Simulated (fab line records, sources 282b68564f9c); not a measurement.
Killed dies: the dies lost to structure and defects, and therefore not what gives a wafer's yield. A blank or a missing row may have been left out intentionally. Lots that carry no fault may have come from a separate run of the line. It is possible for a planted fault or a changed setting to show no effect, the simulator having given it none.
Chamber matching -- flow ritCmos -- 4 sister chambers for RIT_CONTACT_ETCH_11 on rieDiel-02
The step etches SiO2 in CHF3/CF4/Ar, stops on TiSi2, target depth 480 nm, time 320 s. 4 wafers are shown with their chamber, then 7 later ones without.

== WAFERS PAIRED WITH THEIR CHAMBERS ==
wafer,chamber,drypumpMotorCurrentA (A)
L786.2,3,6.5
L786.5,1,5.7
L791.1,0,5.1
L791.4,2,6.3

== WAFERS MISSING THEIR CHAMBER ==
wafer,drypumpMotorCurrentA (A)
L791.5,6.3
L800.2,5.7
L800.4,6.5
L800.5,5.1
L803.1,6.5
L803.4,5.0
L803.6,6.4

== WHICH CHAMBER EACH WENT THROUGH ==
wafer,from the rows above,in truth
L791.5,2,2
L800.2,1,1
L800.4,3,3
L800.5,0,0
L803.1,3,3
L803.4,0,0
L803.6,can't be placed: 3 or 2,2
Correct placement for 6 of the 7. Can't be placed from these rows: 1 (the true chamber is among the candidates in 1). Wrongly placed: 0.
How it was worked out, from the rows above alone: a wafer's distance from a chamber is the root of the sum, over the readings, of the square of ((its reading less the chamber's mean) divided by the reading's scatter). The wafer belongs to the nearest chamber; if the next one is less than 2 further off, it can't be placed. A chamber's mean is the mean of its shown wafers. The scatter (one wafer shown for each chamber): square how far every hidden wafer sits from the nearest shown wafer, average those squares and take the square root.
